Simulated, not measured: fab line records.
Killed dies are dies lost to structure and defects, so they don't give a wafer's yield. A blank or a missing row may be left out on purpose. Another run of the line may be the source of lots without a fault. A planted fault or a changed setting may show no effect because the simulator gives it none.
Commonality check across tools -- flow berkeley cmos170 -- Lots sampled 15, wafers sampled 45

## WHY THIS WAS OPENED
3 of 15 lots carry a flag on the reading PLDD_TW at UCB170_PLDD_TW_MEAS_11. Fault-free wafers read 1007, with a standard deviation of 4.9.
Rule: a lot is flagged in two cases, either no wafer of it has a number, or all its wafers with numbers fall more than 4 standard deviations from that mean. The other lots count as sound.

lot,measured,on,"PLDD_TW, wafer by wafer",flag
L478,day 6 22:48,film metro-03,1007 1004 1011,
L477,day 6 23:02,film metro-02,1009 1011 1013,
L479,day 7 05:16,film metro-02,1003 1006 1002,
L481,day 8 02:10,film metro-03,1012 1014 1010,
L484,day 8 09:43,film metro-03,1007 1011 1010,
L482,day 8 10:06,film metro-02,1017 1010 1005,
L486,day 10 01:04,film metro-01,1002 1001 1004,
L488,day 10 03:19,film metro-03,1151 1147 1142,FLAGGED
L491,day 10 14:26,film metro-03,1015 1009 1004,
L492,day 10 23:20,film metro-03,1148 1147 1146,FLAGGED
L493,day 10 23:33,film metro-01,1140 1130 1139,FLAGGED
L496,day 11 15:44,film metro-01,1006 1004 1003,
L499,day 12 04:59,film metro-01,997 1000 1001,
L498,day 12 05:16,film metro-02,1017 1016 1018,
L497,day 12 05:29,film metro-01,998 994 1003,
The mean of the flagged lots' numbers is 1143, +136 from the usual (+28 standard deviations).

## WHICH TOOL RAN EACH LOT
The record holds 1 process step before the reading, out of a route of 331 steps. Each cell gives the tool, then ch followed by the chambers the sampled wafers passed through, then the start.
lot,flag,UCB170_PLDD_IMPLANT_09
L478,,"implanter-01 ch 0, day 6 22:34"
L477,,"implanter-03 ch 0, day 6 22:50"
L479,,"implanter-02 ch 0, day 7 05:01"
L481,,"implanter-01 ch 0, day 8 01:55"
L484,,"implanter-01 ch 0, day 8 09:29"
L482,,"implanter-01 ch 0, day 8 09:51"
L486,,"implanter-02 ch 0, day 10 00:51"
L488,FLAGGED,"implanter-03 ch 0, day 10 02:44"
L491,,"implanter-03 ch 0, day 10 14:11"
L492,FLAGGED,"implanter-02 ch 0, day 10 22:43"
L493,FLAGGED,"implanter-01 ch 0, day 10 22:59"
L496,,"implanter-01 ch 0, day 11 15:29"
L499,,"implanter-02 ch 0, day 12 04:44"
L498,,"implanter-01 ch 0, day 12 05:03"
L497,,"implanter-02 ch 0, day 12 05:14"
What the steps here do:
- UCB170_PLDD_IMPLANT_09
- UCB170_PLDD_TW_MEAS_11

## FLAGGED OVER TOTAL, TOOL BY TOOL (the gauges that took the reading come last)
step,tool,lots run,flagged,share of the flagged lots,sound lots run after its first flagged lot
UCB170_PLDD_IMPLANT_09,implanter-01,7,1,some,"2 (L496,L498)"
UCB170_PLDD_IMPLANT_09,implanter-02,5,1,some,"2 (L499,L497)"
UCB170_PLDD_IMPLANT_09,implanter-03,3,1,some,1 (L491)
UCB170_PLDD_TW_MEAS_11,film metro-01,5,1,some,"3 (L496,L499,L497)"
UCB170_PLDD_TW_MEAS_11,film metro-02,4,0,none,-
UCB170_PLDD_TW_MEAS_11,film metro-03,6,2,some,1 (L491)

## THE TABLE: WHAT IT ALLOWS
No row of the table ran every flagged lot.

## WHAT THE SIMULATOR HAD PUT IN
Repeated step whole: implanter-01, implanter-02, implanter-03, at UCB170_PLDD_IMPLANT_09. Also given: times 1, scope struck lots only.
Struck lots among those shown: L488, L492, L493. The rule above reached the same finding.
